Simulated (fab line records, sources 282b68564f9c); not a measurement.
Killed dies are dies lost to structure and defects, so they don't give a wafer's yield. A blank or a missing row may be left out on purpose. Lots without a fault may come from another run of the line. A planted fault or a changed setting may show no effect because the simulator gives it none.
Which tool did it? | flow rit_cmos | 14 lots, 42 wafers sampled, at 1 step of a route of 202

WHAT THE GAUGES READ, wafer by wafer
The record holds no reading of a measuring or inspecting step that can be judged against a usual standard deviation.

WHICH TOOL RAN EACH LOT (tool, then ch and the chambers of the sampled wafers, then the start)
lot  | RIT_FOX2_WET_ETCH_03
L421 | wet_bench-01 ch 1, day 1 19:10
L422 | wet_bench-04 ch 1, day 1 23:36
L424 | wet_bench-02 ch 3, day 2 09:48
L426 | wet_bench-04 ch 3, day 2 23:31
L427 | wet_bench-02 ch 2, day 3 02:01
L434 | wet_bench-04 ch 1, day 4 11:59
L435 | wet_bench-02 ch 1, day 4 16:35
L438 | wet_bench-04 ch 1, day 5 10:30
L439 | wet_bench-02 ch 1, day 5 14:43
L440 | wet_bench-01 ch 3, day 5 18:52
L441 | wet_bench-04 ch 0, day 6 00:16
L442 | wet_bench-01 ch 2, day 6 03:47
L443 | wet_bench-01 ch 3, day 6 09:26
L444 | wet_bench-01 ch 0, day 6 16:26
- RIT_FOX2_WET_ETCH_03: etches Si3N4 in H3PO4, target depth 195 nm, time 2700 s.

WHAT THE TOOLS THEMSELVES READ (means of the sampled wafers that have a number; where no wafer has one, the mark that the record gives instead)
RIT_FOX2_WET_ETCH_03.
lot  | tool         | bath_guard_temp_C (C) | bath_heat_duty_pct (%)
L421 | wet_bench-01 | 166.2                 | 26
L422 | wet_bench-04 | 164.9                 | 32
L424 | wet_bench-02 | 164.8                 | 21
L426 | wet_bench-04 | 166.1                 | 22
L427 | wet_bench-02 | 164.9                 | 24
L434 | wet_bench-04 | -                     | -
L435 | wet_bench-02 | -                     | -
L438 | wet_bench-04 | 165.0                 | 32
L439 | wet_bench-02 | 165.7                 | 27
L440 | wet_bench-01 | 164.7                 | 31
L441 | wet_bench-04 | 164.6                 | 30
L442 | wet_bench-01 | 164.4                 | 31
L443 | wet_bench-01 | 164.7                 | 29
L444 | wet_bench-01 | 165.4                 | 31

THE ANSWER, worked out from the rows above alone
Rule: what is usual is taken from the lots themselves. Put in order of their means at a reading, lots are off if they are a third of the lots or fewer, leave a main group of 4 or more, and stand apart from it by a gap of 3 or more times the standard deviation of the main group's means; of several such gaps the widest counts. A main group whose means are all the same, to the digits that the tables above print for the reading, isn't used. A lot without any number at a reading at which 4 lots or more have one is off too. The other lots that the step has rows for count as sound. The gauges are gone through in route order, then the tools' own readings, and for those a lot's mean is taken as printed above. The first step at which some lot is off is used, and at that step the reading that is off furthest; a lot without a number counts as furthest.
Off: L434, L435, at RIT_FOX2_WET_ETCH_03 (bath_guard_temp_C). Without a number there: L434, L435. The main group: mean 165.1 C, standard deviation 0.57.
A tool fits if, at that step or a process step before it, it ran every lot that is off, and no sound lot after the first of them. None of those tried fits.

WHAT THE SIMULATOR HAD PUT IN
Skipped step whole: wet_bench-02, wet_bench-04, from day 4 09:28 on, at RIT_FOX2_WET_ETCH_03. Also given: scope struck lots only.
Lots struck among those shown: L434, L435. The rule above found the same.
